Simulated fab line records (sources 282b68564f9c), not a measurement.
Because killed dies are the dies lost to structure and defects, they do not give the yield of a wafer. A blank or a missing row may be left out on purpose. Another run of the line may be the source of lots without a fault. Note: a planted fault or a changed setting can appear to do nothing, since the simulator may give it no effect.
A lot that was struck, set against a sound lot / flow rit cmos / 28 out of 202 route steps
Sound: these wafers, L995.1, L995.4, L995.6. Wafers L107.1, L107.3, L107.6 were the ones struck. The cause comes at the end.
For every step that has rows: the tool of each side, followed by ch and its chambers, followed by its first start. Under that, the readings that differ: sound wafers / struck wafers / difference of the means / sigmas: that difference in standard deviations of wafers without a fault.
alike: readings whose means differ by less than 2 such deviations, and words and numbers that are the same on both sides. not compared: withheld readings, readings that some wafer has no value for, bounds like >300 that may hide the same value, and numbers for which the record gives no deviation and whose values overlap.
The two part at a step that has a row with sigmas, a row that says differs or no value, or rows on one side only. Numbers that have no deviation but don't overlap get no sigmas and don't part them. A reading missing from all wafers of one side parts the sides only when that side holds two or more wafers.

RIT_FOX2_THK_MEAS_01:
  sound on film metro-01, day 1 18:19; struck on film metro-01, day 4 06:19
  alike: FOX2_OXIDE_THK
then, 2 steps without rows for these wafers: RIT_FOX2_CLEAN_02 (cleans in dHF, time 174 s); RIT_FOX2_WET_ETCH_03 (etches Si3N4 in H3PO4, target depth 195 nm, time 2700 s).
RIT_FOX2_THK_MEAS_90:
  sound on film metro-01, day 1 19:11; struck on film metro-03, day 4 07:16
  alike: FIELD_OXIDE_LEFT_1_THK
then, 6 steps without rows for these wafers: RIT_NWELL_HMDS_00 (prime time 60 s); RIT_NWELL_COAT_01 (resist thk 1300 nm); RIT_NWELL_SOFTBAKE_02 (time 60 s); RIT_NWELL_EXPOSE_03 (exposes mask M2, target cd 43900 nm); RIT_NWELL_PEB_04; RIT_NWELL_DEVELOP_05 (develop time 68 s).
RIT_NWELL_OVL_MEAS_06:
  sound on overlay-02, day 1 20:15; struck on overlay-01, day 4 08:22
  alike: NWELL_OVL
then, 1 step without rows for these wafers: RIT_NWELL_HARDBAKE_07 (time 120 s).
RIT_NWELL_IMPLANT_08:
  sound on implanter-02 ch 0, day 1 20:32; struck on implanter-04 ch 0, day 4 08:40
reading=beam on s (s); sound=10.09 10.23 10.11; struck=8.08 8.18 8.00; difference=-2.06; sigmas=-10
reading=faraday current uA; sound=155 154 155; struck=193 190 196; difference=+38; sigmas=+12
  alike: beam energy keV
RIT_NWELL_STRIP_09: strips in O2, time 180 s.
  sound on plasma asher-01 ch 0,1, day 1 20:41; struck on plasma asher-04 ch 0,1, day 4 08:49
  alike: drypump motor current A, o2 flow sccm
  not compared: rf hours counter h
RIT_NWELL_TW_MEAS_10:
  sound on film metro-03, day 1 20:52; struck on film metro-03, day 4 09:13
reading=NWELL_TW; sound=2142 2145 2144; struck=2002 2000 1997; difference=-144; sigmas=-13
  not compared: hold
then, 5 steps without rows for these wafers: RIT_PWELL_COAT_01 (resist thk 1300 nm); RIT_PWELL_SOFTBAKE_02 (time 60 s); RIT_PWELL_EXPOSE_03 (exposes mask M3, target cd 43700 nm); RIT_PWELL_PEB_04; RIT_PWELL_DEVELOP_05 (develop time 68 s).
RIT_PWELL_OVL_MEAS_06:
  sound on overlay-01, day 1 21:56; struck on overlay-01, day 4 13:08
  alike: PWELL_OVL
then, 2 steps without rows for these wafers: RIT_PWELL_HARDBAKE_07 (time 120 s); RIT_PWELL_IMPLANT_08.
RIT_PWELL_STRIP_09: strips in O2, time 180 s.
  sound on plasma asher-02 ch 0, day 1 22:22; struck on plasma asher-03 ch 1, day 4 13:55
  alike: drypump motor current A, o2 flow sccm
  not compared: rf hours counter h
RIT_PWELL_TW_MEAS_10:
  sound on film metro-04, day 1 22:32; struck on film metro-03, day 4 14:06
  alike: PWELL_TW
then, 1 step without rows for these wafers: RIT_WELLDRIVE_ANNEAL_00 (time 14700 s).
RIT_WELLDRIVE_RS_MEAS_01: a four-point-probe measurement.
  sound on film metro-01, day 2 03:41; struck on film metro-04, day 4 20:32
reading=NWELL_RS (ohm/sq); sound=278.9 278.7 278.9; struck=318.4 320.0 319.8; difference=+40.6; sigmas=+54
  not compared: hold
RIT_M1_PROBE_99:
  sound wafers here have rows in the record (prober-01, day 3 08:43); struck ones have none

WHERE THEY PART
First at RIT_NWELL_IMPLANT_08; last, within this record, at RIT_M1_PROBE_99.

WHY: the cause the simulator had injected
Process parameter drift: implanter-04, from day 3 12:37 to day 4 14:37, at RIT_NWELL_IMPLANT_08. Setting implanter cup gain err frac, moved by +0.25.
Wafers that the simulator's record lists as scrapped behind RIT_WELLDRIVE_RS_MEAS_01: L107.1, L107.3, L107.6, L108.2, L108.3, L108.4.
